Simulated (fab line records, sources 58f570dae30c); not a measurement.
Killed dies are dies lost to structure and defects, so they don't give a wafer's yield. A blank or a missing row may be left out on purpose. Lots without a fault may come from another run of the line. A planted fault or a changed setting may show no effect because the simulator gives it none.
Problem report in the 8D (eight disciplines) form, filled by code | flow berkeley_cmos170 | the parts of the form that need people (team, actions taken, sign-off) are left out

1. THE PROBLEM
SILICIDE_TI_RS at UCB170_SILICIDE_RS_MEAS_02 reads a mean of 38.8 ohm/sq on 2 wafers of 2 lots; wafers without a fault read 26.2 ohm/sq with a standard deviation of 0.39. That is +32 standard deviations from the usual mean.
The step: measures by four-point-probe.
First seen on wafer L278.6, day 11 03:12, on film_metro-04. The record holds 42 wafers of 14 lots with a number at this step. Rule for "out", or "out of limits": more than 4 standard deviations from the usual mean. The other wafers with a number count as sound.

2. WHAT IT IS AND WHAT IT IS NOT
question                    | is                           | is not
which readings at this step | SILICIDE_TI_RS               | -
which lots                  | L278, L281                   | L270, L271, L273, L274, L275, L276, L277, L279, L283, L286, L288, L290
which wafers of those lots  | L278.6, L281.3               | L278.2, L278.5, L281.4, L281.5
read on which gauges        | film_metro-02, film_metro-04 | film_metro-01
when                        | from day 11 03:12            | up to then (23 sound wafers); but 17 sound wafers of L279, L281, L283, L286, L288, L290 came after

3. SUSPECTS, AND WHAT RULES EACH OUT
Counting: a tool at a process step up to the reading stays a suspect if it ran every lot that is out. Sound lots after the first of them don't rule it out here, since some wafers of a struck lot are sound.
- the gauge at UCB170_SILICIDE_RS_MEAS_02: ruled out. The wafers that are out were read on 2 gauges (film_metro-02, film_metro-04).
- pvd_sputter-02 at UCB170_SILICIDE_SPUTTER_01 (material Ti, target thk 30 nm, time 25 s): kept. It ran every lot that is out, first L278 (day 11 03:09); its last sound lot up to then is L277 (day 10 11:41).
Left after counting: pvd_sputter-02 at UCB170_SILICIDE_SPUTTER_01.

4. THE CAUSE (what the simulator had put in)
Process parameter drift: pvd_sputter-02, from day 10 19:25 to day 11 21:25, at UCB170_SILICIDE_SPUTTER_01. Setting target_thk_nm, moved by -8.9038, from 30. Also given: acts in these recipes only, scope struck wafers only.
Counting left only this tool.

5. THE CHAIN OF EFFECTS, in route order
Each row: a reading whose mean over the struck wafers that have a number lies more than 3 standard deviations from the usual. Only readings for which the record gives a usual standard deviation are gone through. hours: the time from each lot's start at the first step in this table that gives one to its start at this step, as a median over the lots. sigmas: the change in usual standard deviations.
hours | step                        | reading         | usual       | on struck wafers | change | sigmas
0     | UCB170_SILICIDE_RS_MEAS_02  | SILICIDE_TI_RS  | 26.2 ohm/sq | 38.8             | +12.6  | +32
0     | UCB170_SILICIDE_THK_MEAS_03 | SILICIDE_TI_THK | 30.3 nm     | 21.6             | -8.7   | -17

6. WHAT WOULD HAVE CAUGHT IT SOONER
In this record the first reading out of limits at a measuring or inspecting step was taken at day 11 03:12, 8 hours after the fault began at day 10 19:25.
Of the tool readings at UCB170_SILICIDE_SPUTTER_01 for which the record gives a usual standard deviation, none was out on any struck wafer, so an alarm limit of 4 standard deviations on them would not have fired.
Of the lots that are out (2), L281 began UCB170_SILICIDE_SPUTTER_01 on pvd_sputter-02 after day 11 03:12. A hold on the tool at that time would have spared it.
